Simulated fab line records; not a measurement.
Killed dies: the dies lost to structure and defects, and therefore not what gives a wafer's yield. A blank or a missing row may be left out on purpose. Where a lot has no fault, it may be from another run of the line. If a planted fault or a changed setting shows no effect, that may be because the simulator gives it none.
Chamber matching	flow berkeley cmos170	UCB170_V1_ETCH_14 on rie diel-02 has 4 sister chambers
The step etches SiO2 in CHF3/CF4/Ar, stops on Al, target depth 1250 nm, time 291 s. 14 wafers are shown with their chamber, then 7 later ones without.

WAFERS WITH THEIR CHAMBER
wafer	chamber	throttle valve pct (%)	oes product au (a.u.)	rf fwd power W (W)
L479.1	2	6.84	0.870	699.8
L479.2	1	6.73	0.862	701.2
L479.5	0	6.91	0.891	700.5
L481.2	3	7.15	0.899	700.6
L481.3	0	6.91	0.879	698.4
L481.6	2	6.86	0.871	697.4
L497.3	3	7.17	0.891	701.6
L497.5	2	6.88	0.869	694.9
L497.6	3	7.14	0.896	696.6
L498.1	2	6.87	0.863	699.9
L498.2	1	6.74	0.871	699.4
L498.3	3	7.15	0.894	698.4
L499.1	3	7.16	0.892	699.2
L499.2	0	6.91	0.887	697.9

SIGNATURES (averages over the wafers above)
reading	chamber 0	chamber 1	chamber 2	chamber 3	scatter within a chamber
throttle valve pct	6.9100	6.7350	6.8625	7.1540	0.012
oes product au	0.88567	0.86650	0.86825	0.89440	0.00442
rf fwd power W	698.933	700.300	698.000	699.280	1.93
Rule: a wafer lies at a distance from a chamber equal to the root of the sum of squares, over the readings, of (its reading less the chamber's mean, divided by the reading's scatter). If the next closest chamber is less than 2 further off than the closest, the wafer can't be placed; otherwise it belongs to the closest. How the scatter is found: for the shown wafers, subtract from each reading the mean of its chamber, square and add these, divide the total by (wafers less chambers), then take the root.

WAFERS WHOSE CHAMBER IS MISSING
wafer	throttle valve pct (%)	oes product au (a.u.)	rf fwd power W (W)
L499.6	7.14	0.893	697.5
L500.3	6.86	0.867	697.7
L500.5	6.87	0.865	697.3
L500.6	6.72	0.866	698.0
L502.1	7.16	0.899	702.1
L502.3	6.92	0.886	700.0
L502.4	6.85	0.873	698.9

WHICH CHAMBER EACH ONE RAN IN
wafer	from the rows above	in truth
L499.6	3	3
L500.3	2	2
L500.5	2	2
L500.6	1	1
L502.1	3	3
L502.3	0	0
L502.4	2	2
Correct placement for 7 of the 7. Number that these rows cannot place: 0. Placed wrongly: 0.
